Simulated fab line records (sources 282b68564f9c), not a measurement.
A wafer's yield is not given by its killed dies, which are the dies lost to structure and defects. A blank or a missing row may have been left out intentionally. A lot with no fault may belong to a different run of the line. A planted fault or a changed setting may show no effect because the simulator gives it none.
Which tool was responsible? + flow rit_cmos + 42 wafers from 14 lots sampled at 3 of the route's 202 steps

== WHAT THE GAUGES SHOWED, per wafer ==
RIT_PWELL_TW_MEAS_10. Usual: PWELL_TW gives 944 (standard deviation 5.5).
| lot  | measured    | on            | PWELL_TW    | flag |
|------|-------------|---------------|-------------|------|
| L387 | day 2 00:26 | film_metro-04 | 934 940 936 |      |
| L388 | day 2 05:27 | film_metro-04 | 937 937 944 |      |
| L390 | day 2 15:08 | film_metro-04 | 943 945 941 |      |
| L391 | day 2 20:25 | film_metro-01 | 942 946 945 |      |
| L392 | day 3 02:01 | film_metro-04 | 941 937 939 |      |
| L398 | day 4 09:19 | film_metro-02 | 932 929 932 |      |
| L399 | day 4 13:59 | film_metro-04 | 928 929 934 |      |
| L402 | day 5 04:25 | film_metro-02 | 946 948 943 |      |
| L403 | day 5 09:13 | film_metro-01 | 943 944 947 |      |
| L404 | day 5 13:11 | film_metro-01 | 946 944 942 |      |
| L405 | day 5 19:04 | film_metro-01 | 955 948 952 |      |
| L406 | day 5 23:11 | film_metro-02 | 948 951 947 |      |
| L408 | day 6 09:40 | film_metro-04 | 935 939 937 |      |
| L410 | day 6 18:46 | film_metro-02 | 949 952 950 |      |

RIT_WELLDRIVE_RS_MEAS_02: measurement is done with a four-point probe. Usual: PWELL_RS gives 429.7 ohm/sq (standard deviation 1.5).
| lot  | measured    | on            | PWELL_RS (ohm/sq) | flag |
|------|-------------|---------------|-------------------|------|
| L387 | day 2 05:44 | film_metro-02 | 430.4 429.2 430.8 |      |
| L388 | day 2 11:04 | film_metro-02 | 431.4 430.9 430.4 |      |
| L390 | day 2 21:22 | film_metro-01 | 427.0 429.3 428.5 |      |
| L391 | day 3 02:25 | film_metro-02 | 430.9 430.6 431.2 |      |
| L392 | day 3 07:47 | film_metro-04 | 428.7 427.2 428.1 |      |
| L398 | day 4 15:48 | film_metro-04 | 438.9 438.9 439.5 | OFF  |
| L399 | day 4 20:10 | film_metro-04 | 437.2 435.8 435.9 | OFF  |
| L402 | day 5 10:22 | film_metro-02 | 429.8 429.6 430.1 |      |
| L403 | day 5 15:17 | film_metro-01 | 428.5 431.4 428.6 |      |
| L404 | day 5 18:28 | film_metro-01 | 431.9 430.3 429.7 |      |
| L405 | day 6 00:21 | film_metro-04 | 428.5 429.2 428.3 |      |
| L406 | day 6 04:44 | film_metro-04 | 429.0 430.2 430.2 |      |
| L408 | day 6 14:56 | film_metro-04 | 431.5 430.4 429.7 |      |
| L410 | day 7 01:05 | film_metro-04 | 429.0 428.3 426.7 |      |

== WHAT TOOL EACH LOT RAN ON (gives the tool, then ch and the chambers of the sampled wafers, and finally the start) ==
| lot  | RIT_PWELL_IMPLANT_08           |
|------|--------------------------------|
| L387 | implanter-04 ch 0, day 2 00:10 |
| L388 | implanter-01 ch 0, day 2 05:10 |
| L390 | implanter-01 ch 0, day 2 14:49 |
| L391 | implanter-03 ch 0, day 2 20:06 |
| L392 | implanter-03 ch 0, day 3 01:41 |
| L398 | implanter-03 ch 0, day 4 08:59 |
| L399 | implanter-03 ch 0, day 4 13:41 |
| L402 | implanter-01 ch 0, day 5 04:05 |
| L403 | implanter-04 ch 0, day 5 08:55 |
| L404 | implanter-01 ch 0, day 5 12:53 |
| L405 | implanter-01 ch 0, day 5 18:46 |
| L406 | implanter-04 ch 0, day 5 22:52 |
| L408 | implanter-01 ch 0, day 6 09:22 |
| L410 | implanter-03 ch 0, day 6 18:27 |
- RIT_PWELL_IMPLANT_08

== WHAT THE TOOLS THEMSELVES READ (means of the sampled wafers that have a number; where no wafer has one, the mark that the record gives instead) ==
RIT_PWELL_IMPLANT_08. Usual: beam_energy_keV 169.99, standard deviation 0.047; beam_on_s 9.98 s, standard deviation 0.21; tilt_deg 6.999 degrees, standard deviation 0.02.
| lot  | tool         | beam_energy_keV | beam_on_s (s) | tilt_deg (degrees) | flag |
|------|--------------|-----------------|---------------|--------------------|------|
| L387 | implanter-04 | 169.95          | 10.06         | 7.010              |      |
| L388 | implanter-01 | 170.02          | 10.15         | 7.005              |      |
| L390 | implanter-01 | 169.96          | 9.69          | 7.003              |      |
| L391 | implanter-03 | 170.01          | 9.95          | 6.982              |      |
| L392 | implanter-03 | 170.11          | 9.96          | 7.001              |      |
| L398 | implanter-03 | 138.66          | 9.83          | 7.021              | OFF  |
| L399 | implanter-03 | 138.66          | 9.86          | 6.997              | OFF  |
| L402 | implanter-01 | 170.00          | 10.12         | 6.991              |      |
| L403 | implanter-04 | 170.00          | 9.97          | 7.000              |      |
| L404 | implanter-01 | 170.00          | 10.00         | 7.016              |      |
| L405 | implanter-01 | 169.99          | 9.82          | 7.015              |      |
| L406 | implanter-04 | 169.95          | 9.87          | 6.998              |      |
| L408 | implanter-01 | 170.01          | 9.86          | 6.997              |      |
| L410 | implanter-03 | 170.03          | 10.03         | 7.034              |      |

== THE ANSWER, worked out from the rows above alone ==
Rule: take the mean of a lot's wafers that have a number; if it is more than 3 standard deviations from the usual mean, the lot is off. Also off: a lot with no number at a reading for which 4 or more lots have one. Where the step has rows for the other lots, those lots are counted as sound. First the gauges in route order, then the tools' own readings, where a lot's mean is used as printed above. The first step at which some lot is off is used, and at that step the reading that is off furthest; a lot without a number counts as furthest.
Off: L398, L399, at RIT_WELLDRIVE_RS_MEAS_02 (PWELL_RS).
If a tool, at a process step before that reading, ran all the lots that are off and no sound lot after the first of them, it fits. The gauges at RIT_WELLDRIVE_RS_MEAS_02 aren't tried: what is off there is off at RIT_PWELL_IMPLANT_08 too, on other tools, and a gauge's error can't cause that. Of those tried, none fits.

== WHAT THE SIMULATOR PUT IN ==
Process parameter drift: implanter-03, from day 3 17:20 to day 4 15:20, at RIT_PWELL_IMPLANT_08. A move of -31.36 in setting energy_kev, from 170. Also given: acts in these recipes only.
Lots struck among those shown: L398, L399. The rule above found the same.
